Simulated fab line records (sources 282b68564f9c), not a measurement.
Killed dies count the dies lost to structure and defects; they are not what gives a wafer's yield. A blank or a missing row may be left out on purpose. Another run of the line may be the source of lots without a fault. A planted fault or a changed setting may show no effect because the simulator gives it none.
fab line records ; flow rit-cmos
[record] lots = 14; wafers = 42; last-day = 7
route steps=202 shown GATE@96 REOX@102 NLDD@112 SPACER@128 M1@202
lots with no fault: from the same line, run without faults
start-h: hours from the record's first day to the start of the lot's first wafer shown ; wait-h: hours elapsed since this lot's preceding step ; " as in the row above ; L1.1+2: one row covering several wafers at once ; - no value, or no start was given ; * or withheld: withheld ; < > ~ a bound
route shown NAME@n: NAME is a module with steps in the file, n the number in the route of the first one ; usual: mean/standard deviation taken from wafers without a fault ; same: alike in all rows ; chamber/n: place in a boat ; sites: per-site readings ; _std_site: the values' standard deviation ; _edge_site: the outer-site mean with the inner-site mean subtracted ; radius-mm: how far each site lies from the wafer's centre ; mask NAME#n: copy n ; behind: tool/chamber where the wafer was last shaped ; hold: what put the lot on hold/how long, in hours/how the hold closed ; device: the transistor (n, p or np) that didn't switch ; end of line: the route-end tests of the same wafers ; step lacking rows: just its recipe ; killed: not the wafer's yield, but the dies lost to structure and defects at the first sort ; map: shows each die of a wafer: x if killed, . if not, _ if none is there
set.NAME: the setting as run; set.NAME@STEP: as run at that earlier step ; model.NAME: the simulator's own value behind a step, which no gauge read
steps of the route over a sample of lots; a table a step, a row a wafer
services: when a tool's chamber went out of use (start-h, in hours from the record's first day, below 0 if earlier), for how many hours, and the reason
[[steps]]
[step RIT_GATE_STRIP_20]
[recipe] chemistry = O2; time-s = 180; resist = NOVOLAK; platen-temp-c = withheld; power-w = 500; pressure-mtorr = 4000; o2-flow-sccm = 4000
[usual] drypump-motor-current-A = 5.6/0.51
lot.wafer;tool;chamber;start-h;wait-h;drypump-motor-current-A;rf-hours-counter-h
L972.3;plasma-asher-02;1;37.28;0.1;5.5;-
L972.4;plasma-asher-02;0;37.28;0.1;5.4;-
L972.5;plasma-asher-02;0;37.28;0.1;5.4;-
L973.2;plasma-asher-02;0;42.39;0.1;5.4;40
L973.3;plasma-asher-02;0;42.39;0.1;5.4;-
L973.4;plasma-asher-02;1;42.39;0.1;5.5;-
L974.2;plasma-asher-02;1;47.82;0.1;5.5;41
L974.3;plasma-asher-02;0;47.82;0.1;5.4;-
L974.4;plasma-asher-02;1;47.82;0.1;5.5;-
L977.1;plasma-asher-03;1;62.82;0.1;5.9;39
L977.3;plasma-asher-03;1;62.82;0.1;5.9;-
L977.6;plasma-asher-03;1;62.82;0.1;5.9;-
L978.1;plasma-asher-04;1;66.63;0.1;6.3;45
L978.3;plasma-asher-04;0;66.63;0.1;6.3;-
L978.6;plasma-asher-04;0;66.63;0.1;6.3;-
L981.3;plasma-asher-03;1;81.79;0.1;5.9;-
L981.4;plasma-asher-03;0;81.79;0.1;4.9;-
L981.5;plasma-asher-03;1;81.79;0.1;5.9;-
L982.2;plasma-asher-03;1;87.50;0.1;5.9;42
L982.4;plasma-asher-03;1;87.50;0.1;5.9;-
L982.5;plasma-asher-03;1;87.50;0.1;5.9;-
L987.1;plasma-asher-03;0;115.88;0.1;4.9;45
L987.3;plasma-asher-03;0;115.88;0.1;4.9;-
L987.4;plasma-asher-03;1;115.88;0.1;5.9;-
L988.4;plasma-asher-04;1;118.37;0.1;6.3;-
L988.5;plasma-asher-04;1;118.37;0.1;6.3;-
L988.6;plasma-asher-04;0;118.37;0.1;6.3;-
L989.1;plasma-asher-03;1;121.90;0.1;5.9;46
L989.2;plasma-asher-03;0;121.90;0.1;4.9;46
L989.5;plasma-asher-03;1;121.90;0.1;5.9;-
L992.4;plasma-asher-04;0;141.75;0.1;6.3;-
L992.5;plasma-asher-04;0;141.75;0.1;6.3;-
L992.6;plasma-asher-04;1;141.75;0.1;6.3;-
L993.3;plasma-asher-02;1;146.36;0.1;5.5;-
L993.5;plasma-asher-02;0;146.36;0.1;5.4;-
L993.6;plasma-asher-02;1;146.36;0.1;5.5;-
L994.1;plasma-asher-04;1;147.79;0.1;6.3;54
L994.4;plasma-asher-04;0;147.79;0.1;6.3;-
L994.5;plasma-asher-04;0;147.79;0.1;6.3;-
L995.2;plasma-asher-04;0;154.32;0.1;6.2;54
L995.3;plasma-asher-04;1;154.32;0.1;6.3;-
L995.5;plasma-asher-04;1;154.32;0.1;6.3;-
[step RIT_REOX_THK_MEAS_04]
[recipe] reads = SiO2_of_REOX_OXIDATION_03
[usual] REOX_OXIDE_THK = 25.3/0.42
lot.wafer;tool;chamber;start-h;wait-h;REOX_OXIDE_THK[nm]
L972.3;film-metro-02;-;40.61;0.0;25.0
L972.4;film-metro-02;-;40.61;0.0;25.2
L972.5;film-metro-02;-;40.61;0.0;25.4
L973.2;film-metro-01;-;46.22;0.0;25.6
L973.3;film-metro-01;-;46.22;0.0;25.5
L973.4;film-metro-01;-;46.22;0.0;25.2
L974.2;film-metro-01;-;51.07;0.0;25.8
L974.3;film-metro-01;-;51.07;0.0;25.6
L974.4;film-metro-01;-;51.07;0.0;25.4
L977.1;film-metro-03;-;66.06;0.0;25.2
L977.3;film-metro-03;-;66.06;0.0;25.1
L977.6;film-metro-03;-;66.06;0.0;25.3
L978.1;film-metro-02;-;69.86;0.0;25.3
L978.3;film-metro-02;-;69.86;0.0;25.2
L978.6;film-metro-02;-;69.86;0.0;25.8
L981.3;film-metro-02;-;85.05;0.0;25.4
L981.4;film-metro-02;-;85.05;0.0;25.4
L981.5;film-metro-02;-;85.05;0.0;25.5
L982.2;film-metro-03;-;90.72;0.0;25.4
L982.4;film-metro-03;-;90.72;0.0;25.8
L982.5;film-metro-03;-;90.72;0.0;25.7
L987.1;film-metro-01;-;119.10;0.0;25.2
L987.3;film-metro-01;-;119.10;0.0;25.7
L987.4;film-metro-01;-;119.10;0.0;25.3
L988.4;film-metro-02;-;121.59;0.0;24.7
L988.5;film-metro-02;-;121.59;0.0;24.7
L988.6;film-metro-02;-;121.59;0.0;24.6
L989.1;film-metro-03;-;125.11;0.0;24.9
L989.2;film-metro-03;-;125.11;0.0;24.7
L989.5;film-metro-03;-;125.11;0.0;24.9
L992.4;film-metro-01;-;145.02;0.0;25.4
L992.5;film-metro-01;-;145.02;0.0;25.4
L992.6;film-metro-01;-;145.02;0.0;25.3
L993.3;film-metro-03;-;150.37;0.0;26.2
L993.5;film-metro-03;-;150.37;0.0;26.2
L993.6;film-metro-03;-;150.37;0.0;25.8
L994.1;film-metro-01;-;152.00;0.0;26.1
L994.4;film-metro-01;-;152.00;0.0;25.9
L994.5;film-metro-01;-;152.00;0.0;25.8
L995.2;film-metro-03;-;157.54;0.0;25.1
L995.3;film-metro-03;-;157.54;0.0;24.5
L995.5;film-metro-03;-;157.54;0.0;24.0
[step RIT_NLDD_STRIP_09]
[recipe] chemistry = O2; time-s = 180; resist = NOVOLAK; platen-temp-c = withheld; power-w = 500; pressure-mtorr = 4000; o2-flow-sccm = 4000
[usual] drypump-motor-current-A = 5.6/0.5
lot.wafer;tool;chamber;start-h;wait-h;drypump-motor-current-A;rf-hours-counter-h
L972.3;plasma-asher-01;0;41.90;0.1;5.7;-
L972.4;plasma-asher-01;1;41.90;0.1;4.9;-
L972.5;plasma-asher-01;0;41.90;0.1;5.8;-
L973.2;plasma-asher-01;1;47.53;0.1;4.9;25
L973.3;plasma-asher-01;1;47.53;0.1;4.9;-
L973.4;plasma-asher-01;0;47.53;0.1;5.7;-
L974.2;plasma-asher-01;1;52.38;0.1;4.9;26
L974.3;plasma-asher-01;0;52.38;0.1;5.7;-
L974.4;plasma-asher-01;1;52.38;0.1;4.9;-
L977.1;plasma-asher-01;1;67.34;0.1;4.9;27
L977.3;plasma-asher-01;0;67.34;0.1;5.7;-
L977.6;plasma-asher-01;0;67.34;0.1;5.8;-
L978.1;plasma-asher-04;0;71.27;0.1;6.3;46
L978.3;plasma-asher-04;1;71.27;0.1;6.3;-
L978.6;plasma-asher-04;1;71.27;0.1;6.3;-
L981.3;plasma-asher-02;0;86.46;0.1;5.4;-
L981.4;plasma-asher-02;1;86.46;0.1;5.5;-
L981.5;plasma-asher-02;0;86.46;0.1;5.4;-
L982.2;plasma-asher-04;0;91.96;0.1;6.3;48
L982.4;plasma-asher-04;1;91.96;0.1;6.3;-
L982.5;plasma-asher-04;1;91.96;0.1;6.4;-
L987.1;plasma-asher-01;0;120.47;0.1;5.7;33
L987.3;plasma-asher-01;0;120.47;0.1;5.7;-
L987.4;plasma-asher-01;1;120.47;0.1;4.9;-
L988.4;plasma-asher-02;1;122.99;0.1;5.5;-
L988.5;plasma-asher-02;0;122.99;0.1;5.4;-
L988.6;plasma-asher-02;1;122.99;0.1;5.5;-
L989.1;plasma-asher-02;0;126.47;0.1;5.4;1
L989.2;plasma-asher-02;1;126.47;0.1;5.5;1
L989.5;plasma-asher-02;1;126.47;0.1;5.5;-
L992.4;plasma-asher-04;1;146.29;0.1;6.3;-
L992.5;plasma-asher-04;1;146.29;0.1;6.3;-
L992.6;plasma-asher-04;0;146.29;0.1;6.3;-
L993.3;plasma-asher-02;0;151.66;0.1;5.4;-
L993.5;plasma-asher-02;1;151.66;0.1;5.5;-
L993.6;plasma-asher-02;0;151.66;0.1;5.4;-
L994.1;plasma-asher-01;0;153.59;0.1;5.8;36
L994.4;plasma-asher-01;0;153.59;0.1;5.7;-
L994.5;plasma-asher-01;1;153.59;0.1;4.9;-
L995.2;plasma-asher-01;0;159.05;0.1;5.7;36
L995.3;plasma-asher-01;1;159.05;0.1;4.9;-
L995.5;plasma-asher-01;0;159.05;0.1;5.8;-
[step RIT_SPACER_CVD_03]
[recipe] material = Si3N4; target-thk-nm = 250; temp-c = 810; precursor = SiH2Cl2/NH3; time-s = 3300; pressure-mtorr = 300; sih2cl2-flow-sccm = 60; nh3-flow-sccm = 150
[usual] zone-power-load-pct = 19.4/1.6
lot.wafer;tool;chamber;start-h;wait-h;zone-power-load-pct
L972.3;lpcvd-02;1;44.00;0.0;17.9
L972.4;lpcvd-02;1;44.00;0.0;18.1
L972.5;lpcvd-02;1;44.00;0.0;18.0
L973.2;lpcvd-02;1;49.64;0.0;17.9
L973.3;lpcvd-02;1;49.64;0.0;17.5
L973.4;lpcvd-02;1;49.64;0.0;17.9
L974.2;lpcvd-01;0;54.41;0.0;21.2
L974.3;lpcvd-01;0;54.41;0.0;21.1
L974.4;lpcvd-01;0;54.41;0.0;21.2
L977.1;lpcvd-01;1;69.49;0.0;21.2
L977.3;lpcvd-01;1;69.49;0.0;21.3
L977.6;lpcvd-01;1;69.49;0.0;21.1
L978.1;lpcvd-01;0;73.42;0.0;21.2
L978.3;lpcvd-01;0;73.42;0.0;20.9
L978.6;lpcvd-01;0;73.42;0.0;21.5
L981.3;lpcvd-01;0;89.24;0.8;21.2
L981.4;lpcvd-01;0;89.24;0.8;21.6
L981.5;lpcvd-01;0;89.24;0.8;21.0
L982.2;lpcvd-01;0;94.11;0.0;21.6
L982.4;lpcvd-01;0;94.11;0.0;21.5
L982.5;lpcvd-01;0;94.11;0.0;21.4
L987.1;lpcvd-02;1;122.66;0.0;18.2
L987.3;lpcvd-02;1;122.66;0.0;18.0
L987.4;lpcvd-02;1;122.66;0.0;17.9
L988.4;lpcvd-02;0;125.09;0.0;18.3
L988.5;lpcvd-02;0;125.09;0.0;18.4
L988.6;lpcvd-02;0;125.09;0.0;18.3
L989.1;lpcvd-02;0;128.82;0.0;18.0
L989.2;lpcvd-02;0;128.82;0.0;18.4
L989.5;lpcvd-02;0;128.82;0.0;18.3
L992.4;lpcvd-02;0;148.40;0.0;18.4
L992.5;lpcvd-02;0;148.40;0.0;18.2
L992.6;lpcvd-02;0;148.40;0.0;18.2
L993.3;lpcvd-02;1;153.67;0.0;17.9
L993.5;lpcvd-02;1;153.67;0.0;18.1
L993.6;lpcvd-02;1;153.67;0.0;17.4
L994.1;lpcvd-02;1;155.66;0.0;18.0
L994.4;lpcvd-02;1;155.66;0.0;18.1
L994.5;lpcvd-02;1;155.66;0.0;17.8
L995.2;lpcvd-02;1;161.32;0.0;18.5
L995.3;lpcvd-02;1;161.32;0.0;18.0
L995.5;lpcvd-02;1;161.32;0.0;18.2
[step RIT_SPACER_THK_MEAS_04]
[recipe] reads = Si3N4_of_SPACER_CVD_03
[usual] SPACER_NITRIDE_THK = 247.8/2.6
lot.wafer;tool;chamber;start-h;wait-h;SPACER_NITRIDE_THK[nm]
L972.3;film-metro-02;-;45.94;0.0;248.4
L972.4;film-metro-02;-;45.94;0.0;248.4
L972.5;film-metro-02;-;45.94;0.0;246.9
L973.2;film-metro-04;-;51.57;0.0;246.8
L973.3;film-metro-04;-;51.57;0.0;248.1
L973.4;film-metro-04;-;51.57;0.0;246.8
L974.2;film-metro-04;-;56.33;0.0;250.2
L974.3;film-metro-04;-;56.33;0.0;249.3
L974.4;film-metro-04;-;56.33;0.0;250.6
L977.1;film-metro-01;-;71.41;0.0;249.5
L977.3;film-metro-01;-;71.41;0.0;249.1
L977.6;film-metro-01;-;71.41;0.0;249.0
L978.1;film-metro-02;-;75.33;0.0;247.0
L978.3;film-metro-02;-;75.33;0.0;246.5
L978.6;film-metro-02;-;75.33;0.0;246.7
L981.3;film-metro-04;-;92.13;0.0;225.1
L981.4;film-metro-04;-;92.13;0.0;226.6
L981.5;film-metro-04;-;92.13;0.0;225.3
L982.2;film-metro-02;-;96.99;0.0;225.1
L982.4;film-metro-02;-;96.99;0.0;225.8
L982.5;film-metro-02;-;96.99;0.0;226.9
L987.1;film-metro-01;-;124.57;0.0;242.9
L987.3;film-metro-01;-;124.57;0.0;243.4
L987.4;film-metro-01;-;124.57;0.0;243.8
L988.4;film-metro-01;-;127.04;0.0;252.5
L988.5;film-metro-01;-;127.04;0.0;251.6
L988.6;film-metro-01;-;127.04;0.0;249.5
L989.1;film-metro-01;-;130.73;0.0;245.5
L989.2;film-metro-01;-;130.73;0.0;244.2
L989.5;film-metro-01;-;130.73;0.0;245.6
L992.4;film-metro-02;-;150.34;0.0;246.7
L992.5;film-metro-02;-;150.34;0.0;246.3
L992.6;film-metro-02;-;150.34;0.0;244.9
L993.3;film-metro-02;-;155.60;0.0;249.8
L993.5;film-metro-02;-;155.60;0.0;246.5
L993.6;film-metro-02;-;155.60;0.0;247.9
L994.1;film-metro-02;-;157.58;0.0;249.0
L994.4;film-metro-02;-;157.58;0.0;249.9
L994.5;film-metro-02;-;157.58;0.0;248.6
L995.2;film-metro-01;-;163.25;0.0;250.2
L995.3;film-metro-01;-;163.25;0.0;251.2
L995.5;film-metro-01;-;163.25;0.0;249.4
[step RIT_SPACER_ETCHBACK_05]
[recipe] target-depth-a = 2500; SF6_flow_sccm = 30; CHF3_flow_sccm = 30; target = Si3N4; chemistry = SF6/CHF3; pressure-mtorr = 40; rf-w = 250; time-s = 240; stop-on = SiO2
[usual] drypump-motor-current-A = 5.7/0.34; oes-product-au = 0.839/0.018; throttle-valve-pct = 10.34/0.2
lot.wafer;tool;chamber;start-h;wait-h;drypump-motor-current-A;oes-product-au;rf-hours-counter-h;throttle-valve-pct
L972.3;rie-diel-02;0;45.98;0.0;5.9;0.820;139;10.29
L972.4;rie-diel-02;3;45.98;0.0;5.2;0.821;116;10.57
L972.5;rie-diel-02;2;45.98;0.0;5.6;0.840;-;10.05
L973.2;rie-diel-01;2;51.62;0.0;6.0;0.845;85;10.28
L973.3;rie-diel-01;1;51.62;0.0;5.6;0.843;85;10.57
L973.4;rie-diel-01;0;51.62;0.0;5.6;0.863;4;10.55
L974.2;rie-diel-04;3;56.38;0.0;5.8;0.833;43;10.03
L974.3;rie-diel-04;2;56.38;0.0;5.6;0.831;12;10.37
L974.4;rie-diel-04;0;56.38;0.0;6.3;0.856;6;10.41
L977.1;rie-diel-01;2;71.47;0.1;6.0;0.850;86;10.29
L977.3;rie-diel-01;0;71.47;0.1;5.6;0.862;5;10.55
L977.6;rie-diel-01;0;71.47;0.1;5.6;0.865;-;10.54
L978.1;rie-diel-02;0;75.39;0.1;5.9;0.817;140;10.31
L978.3;rie-diel-02;3;75.39;0.1;5.3;0.812;116;10.57
L978.6;rie-diel-02;3;75.39;0.1;5.2;0.818;-;10.58
L981.3;rie-diel-01;1;92.17;0.0;5.6;0.788;86;10.53
L981.4;rie-diel-01;2;92.17;0.0;6.0;0.786;-;10.26
L981.5;rie-diel-01;1;92.17;0.0;5.6;0.777;-;10.53
L982.2;rie-diel-04;1;97.04;0.0;5.3;0.783;3;10.33
L982.4;rie-diel-04;0;97.04;0.0;6.3;0.799;7;10.38
L982.5;rie-diel-04;3;97.04;0.0;5.8;0.784;-;10.02
L987.1;rie-diel-01;2;124.63;0.1;6.0;0.837;86;10.27
L987.3;rie-diel-01;0;124.63;0.1;5.6;0.858;6;10.55
L987.4;rie-diel-01;3;124.63;0.1;6.2;0.830;3;10.05
L988.4;rie-diel-04;2;127.07;0.0;5.6;0.848;13;10.37
L988.5;rie-diel-04;1;127.07;0.0;5.3;0.847;-;10.36
L988.6;rie-diel-04;2;127.07;0.0;5.6;0.835;-;10.38
L989.1;rie-diel-02;1;130.79;0.1;5.2;0.834;28;10.30
L989.2;rie-diel-02;0;130.79;0.1;5.9;0.803;141;10.33
L989.5;rie-diel-02;2;130.79;0.1;5.6;0.842;-;10.07
L992.4;rie-diel-01;0;150.45;0.1;5.6;0.864;-;10.55
L992.5;rie-diel-01;1;150.45;0.1;5.6;0.843;-;10.56
L992.6;rie-diel-01;3;150.45;0.1;6.2;0.838;-;10.05
L993.3;rie-diel-02;1;155.64;0.0;5.1;0.844;28;10.26
L993.5;rie-diel-02;3;155.64;0.0;5.2;0.818;-;10.55
L993.6;rie-diel-02;0;155.64;0.0;5.9;0.817;-;10.31
L994.1;rie-diel-01;1;157.64;0.1;5.6;0.849;87;10.55
L994.4;rie-diel-01;3;157.64;0.1;6.2;0.849;4;10.05
L994.5;rie-diel-01;0;157.64;0.1;5.6;0.870;-;10.56
L995.2;rie-diel-01;1;163.30;0.0;5.6;0.856;87;10.57
L995.3;rie-diel-01;0;163.30;0.0;5.6;0.869;6;10.55
L995.5;rie-diel-01;3;163.30;0.0;6.2;0.844;-;10.06
[step RIT_M1_PROBE_99]
[usual] killed-at-front-end = 7/3; killed-dies = 7/3; killed-on-rim = 1.8/1.3; killed-open = 3.5/2; killed-short = 3.6/2.1
[same] gross-dies = 264; killed_at_M0_to_M3 = 0; killed_at_M4_up = 0; killed-at-back-side = 0; killed-at-contacts = 0; killed-at-other = 0
lot.wafer;tool;chamber;start-h;wait-h;killed-at-front-end;killed-dies;killed-on-rim;killed-open;killed-short
L972.3;prober-01;-;58.71;0.2;5;5;1;4;1
L972.4;prober-01;-;58.76;0.2;5;5;2;4;1
L972.5;prober-01;-;58.81;0.2;2;2;0;1;1
L973.2;prober-02;-;62.58;0.1;5;5;1;2;3
L973.3;prober-02;-;62.63;0.2;7;7;0;4;3
L973.4;prober-02;-;62.68;0.2;5;5;2;3;2
L974.2;prober-01;-;68.52;0.1;11;11;1;5;6
L974.3;prober-01;-;68.57;0.2;9;9;4;4;5
L974.4;prober-01;-;68.62;0.2;8;8;3;7;1
L977.1;prober-02;-;83.44;0.1;7;7;1;4;3
L977.3;prober-02;-;83.54;0.2;7;7;0;3;4
L977.6;prober-02;-;83.69;0.2;3;3;1;0;3
L978.1;prober-01;-;86.29;0.1;5;5;1;0;5
L978.3;prober-01;-;86.39;0.2;5;5;3;2;3
L978.6;prober-01;-;86.54;0.2;9;9;2;5;4
L981.3;prober-02;-;104.23;0.2;2;2;0;1;1
L981.4;prober-02;-;104.28;0.2;12;12;2;6;6
L981.5;prober-02;-;104.33;0.2;5;5;1;3;2
L982.2;prober-01;-;108.19;0.1;5;5;0;3;2
L982.4;prober-01;-;108.29;0.2;12;12;3;7;5
L982.5;prober-01;-;108.34;0.2;4;4;1;2;2
L987.1;prober-02;-;136.95;0.1;8;8;4;4;4
L987.3;prober-02;-;137.05;0.2;11;11;2;6;5
L987.4;prober-02;-;137.10;0.2;7;7;1;0;7
L988.4;prober-01;-;139.37;0.2;3;3;0;3;0
L988.5;prober-01;-;139.42;0.2;5;5;3;4;1
L988.6;prober-01;-;139.47;0.2;5;5;1;2;3
L989.1;prober-02;-;141.73;0.1;10;10;0;5;5
L989.2;prober-02;-;141.78;0.1;6;6;2;3;3
L989.5;prober-02;-;141.93;0.2;3;3;0;2;1
L992.4;prober-02;-;161.58;0.2;14;14;2;6;8
L992.5;prober-02;-;161.63;0.2;4;4;0;2;2
L992.6;prober-02;-;161.68;0.2;11;11;2;6;5
L993.3;prober-01;-;167.58;0.2;6;6;2;3;3
L993.5;prober-01;-;167.68;0.2;7;7;3;2;5
L993.6;prober-01;-;167.73;0.2;5;5;2;2;3
L994.1;prober-02;-;168.94;0.1;5;5;1;3;2
L994.4;prober-02;-;169.09;0.2;11;11;4;6;5
L994.5;prober-02;-;169.14;0.2;3;3;1;1;2
L995.2;prober-01;-;174.07;0.1;8;8;1;7;1
L995.3;prober-01;-;174.12;0.2;8;8;2;4;4
L995.5;prober-01;-;174.22;0.2;10;10;3;4;6
// killed by level:class
L972.3 GATE:geometric-particle:open=3 GATE:geometric-particle:short=1 SPACER:geometric-particle:open=1
L972.4 FOX1:geometric-particle:open=3 FOX1:geometric-particle:short=1 GATE:geometric-particle:open=1
L972.5 FOX2:geometric-particle:short=1 FOX2:geometric-particle:open=1
L973.2 SILICIDE:geometric-particle:short=2 GATE:geometric-particle:short=1 GATE:geometric-particle:open=1 REOX:geometric-particle:open=1
L973.3 FOX2:geometric-particle:short=3 REOX:geometric-particle:open=2 FOX1:geometric-particle:open=1 GATE:geometric-particle:open=1
L973.4 GATE:geometric-particle:short=2 GATE:geometric-particle:open=2 SILICIDE:geometric-particle:open=1
L974.2 GATE:geometric-particle:short=4 FOX1:geometric-particle:short=2 GATE:geometric-particle:open=2 FOX1:geometric-particle:open=1 REOX:geometric-particle:open=1 SILICIDE:geometric-particle:open=1
L974.3 GATE:geometric-particle:open=3 FOX2:geometric-particle:short=2 GATE:geometric-particle:short=2 FOX1:geometric-particle:short=1 REOX:geometric-particle:open=1
L974.4 GATE:geometric-particle:open=4 FOX1:geometric-particle:open=1 SPACER:geometric-particle:open=1 GATE:geometric-particle:short=1 REOX:geometric-particle:open=1
L977.1 GATE:geometric-particle:short=2 FOX2:geometric-particle:open=1 GATE:geometric-particle:open=1 REOX:geometric-particle:short=1 REOX:geometric-particle:open=1 SPACER:geometric-particle:open=1
L977.3 REOX:geometric-particle:short=4 REOX:geometric-particle:open=2 FOX1:geometric-particle:open=1
L977.6 GATE:geometric-particle:short=2 SPACER:geometric-particle:short=1
L978.1 SILICIDE:geometric-particle:short=3 REOX:geometric-particle:short=2
L978.3 FOX1:geometric-particle:short=2 GATE:geometric-particle:open=1 REOX:geometric-particle:open=1 SILICIDE:geometric-particle:short=1
L978.6 SPACER:geometric-particle:open=3 FOX1:geometric-particle:short=1 GATE:geometric-particle:short=1 GATE:geometric-particle:open=1 REOX:geometric-particle:open=1 REOX:geometric-particle:short=1 SILICIDE:geometric-particle:short=1
L981.3 GATE:geometric-particle:short=1 GATE:geometric-particle:open=1
L981.4 GATE:geometric-particle:short=3 REOX:geometric-particle:short=3 GATE:geometric-particle:open=2 SILICIDE:geometric-particle:open=2 FOX2:geometric-particle:open=1 SPACER:geometric-particle:open=1
L981.5 SPACER:geometric-particle:open=2 SILICIDE:geometric-particle:short=2 GATE:geometric-particle:open=1
L982.2 GATE:geometric-particle:short=2 GATE:geometric-particle:open=1 REOX:geometric-particle:open=1 SPACER:geometric-particle:open=1
L982.4 GATE:geometric-particle:open=4 GATE:geometric-particle:short=3 FOX1:geometric-particle:short=2 SILICIDE:geometric-particle:open=2 SPACER:geometric-particle:open=1
L982.5 GATE:geometric-particle:open=2 GATE:geometric-particle:short=1 SPACER:geometric-particle:short=1
L987.1 GATE:geometric-particle:short=2 SPACER:geometric-particle:short=2 FOX1:geometric-particle:open=1 GATE:geometric-particle:open=1 REOX:geometric-particle:open=1 SPACER:geometric-particle:open=1
L987.3 FOX1:geometric-particle:short=2 REOX:geometric-particle:open=2 SPACER:geometric-particle:open=2 FOX1:geometric-particle:open=1 FOX2:geometric-particle:short=1 GATE:geometric-particle:open=1 REOX:geometric-particle:short=1 SPACER:geometric-particle:short=1
L987.4 GATE:geometric-particle:short=3 FOX1:geometric-particle:short=2 SPACER:geometric-particle:short=1 SILICIDE:geometric-particle:short=1
L988.4 REOX:geometric-particle:open=2 FOX1:geometric-particle:open=1
L988.5 GATE:geometric-particle:open=2 REOX:geometric-particle:short=1 REOX:geometric-particle:open=1 SILICIDE:geometric-particle:open=1
L988.6 FOX1:geometric-particle:open=1 GATE:geometric-particle:open=1 GATE:geometric-particle:short=1 REOX:geometric-particle:short=1 SILICIDE:geometric-particle:short=1
L989.1 SPACER:geometric-particle:open=3 FOX1:geometric-particle:short=2 GATE:geometric-particle:open=2 GATE:geometric-particle:short=1 REOX:geometric-particle:short=1 SPACER:geometric-particle:short=1
L989.2 GATE:geometric-particle:short=2 FOX1:geometric-particle:short=1 FOX2:geometric-particle:open=1 GATE:geometric-particle:open=1 SILICIDE:geometric-particle:open=1
L989.5 FOX1:geometric-particle:open=1 GATE:geometric-particle:open=1 SPACER:geometric-particle:short=1
L992.4 GATE:geometric-particle:short=4 SILICIDE:geometric-particle:open=3 FOX1:geometric-particle:open=2 FOX2:geometric-particle:short=2 FOX1:geometric-particle:short=1 GATE:geometric-particle:open=1 REOX:geometric-particle:short=1
L992.5 FOX1:geometric-particle:short=1 GATE:geometric-particle:short=1 GATE:geometric-particle:open=1 SILICIDE:geometric-particle:open=1
L992.6 SPACER:geometric-particle:short=4 FOX1:geometric-particle:open=2 GATE:geometric-particle:open=2 SPACER:geometric-particle:open=2 GATE:geometric-particle:short=1
L993.3 REOX:geometric-particle:short=2 SPACER:geometric-particle:open=2 FOX1:geometric-particle:open=1 GATE:geometric-particle:short=1
L993.5 SPACER:geometric-particle:open=2 SPACER:geometric-particle:short=2 FOX1:geometric-particle:short=1 GATE:geometric-particle:short=1 REOX:geometric-particle:short=1
L993.6 SILICIDE:geometric-particle:short=2 ACTIVE:geometric-particle:open=1 FOX1:geometric-particle:short=1 SPACER:geometric-particle:open=1
L994.1 ACTIVE:geometric-particle:open=1 FOX1:geometric-particle:open=1 REOX:geometric-particle:open=1 REOX:geometric-particle:short=1 SILICIDE:geometric-particle:short=1
L994.4 GATE:geometric-particle:short=2 REOX:geometric-particle:short=2 SPACER:geometric-particle:open=2 SILICIDE:geometric-particle:open=2 FOX2:geometric-particle:open=1 GATE:geometric-particle:open=1 SILICIDE:geometric-particle:short=1
L994.5 REOX:geometric-particle:short=1 REOX:geometric-particle:open=1 SPACER:geometric-particle:short=1
L995.2 GATE:geometric-particle:open=3 FOX2:geometric-particle:open=1 REOX:geometric-particle:open=1 REOX:geometric-particle:short=1 SPACER:geometric-particle:open=1 SILICIDE:geometric-particle:open=1
L995.3 FOX1:geometric-particle:open=2 GATE:geometric-particle:open=2 GATE:geometric-particle:short=2 FOX1:geometric-particle:short=1 SILICIDE:geometric-particle:short=1
L995.5 FOX1:geometric-particle:short=2 FOX1:geometric-particle:open=2 SILICIDE:geometric-particle:short=2 GATE:geometric-particle:short=1 GATE:geometric-particle:open=1 SPACER:geometric-particle:short=1 SPACER:geometric-particle:open=1
[[services]]
tool;chamber;start-h;hours;kind
plasma-asher-01;-;14.71;0.3;repair
rie-diel-02;-;19.28;2.0;repair
plasma-asher-04;-;21.50;2.6;repair
rie-diel-02;-;37.16;0.4;repair
rie-diel-04;-;67.93;1.0;repair
rie-diel-04;-;73.75;15.6;pm
rie-diel-01;3;85.81;8.4;repair
rie-diel-02;1;97.48;7.5;repair
plasma-asher-01;-;98.37;0.4;repair
plasma-asher-01;-;103.03;2.8;pm
rie-diel-02;1;105.38;5.0;repair
plasma-asher-02;-;108.75;9.0;pm
plasma-asher-02;0;108.75;9.0;vent-cycle
plasma-asher-02;1;108.75;9.0;vent-cycle
plasma-asher-02;0;117.75;-;clean
plasma-asher-02;1;117.75;-;clean
rie-diel-02;3;124.14;9.1;repair
plasma-asher-04;-;125.04;2.2;repair
rie-diel-01;2;144.34;9.7;repair
rie-diel-01;-;158.37;2.4;repair
[[key]]
[first-sign] step = RIT_SPACER_THK_MEAS_04; reading = SPACER_NITRIDE_THK; direction = down; sigmas = 8.6; usual = 247.8; struck = 225.8
[effect] step = RIT_SPACER_ETCHBACK_05; reading = oes-product-au; direction = down; sigmas = 3; usual = 0.839; struck = 0.786
met-at RIT_SPACER_CVD_03
struck-lots L981,L982
tester-left-out L981,L982
not-acting-at RIT_GATE_STRIP_20,RIT_REOX_THK_MEAS_04,RIT_NLDD_STRIP_09
onset-between 73.42 89.24
[fault] kind = process-parameter-drift; tool = lpcvd-01; chamber = -; onset-h = 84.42; steps = RIT_SPACER_CVD_03; channel = target-thk-nm; offset = -21.862; shape = step; end-h = 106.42; acts-in = these-recipes-only; stated = 250
// tester-left-out: of these lots the tester's yield and bins aren't shown, on N5 and GAA mostly nor the transistor test; their killed dies are dies lost to structure and defects alone, not to doping, threshold or leakage, so they don't give the yield
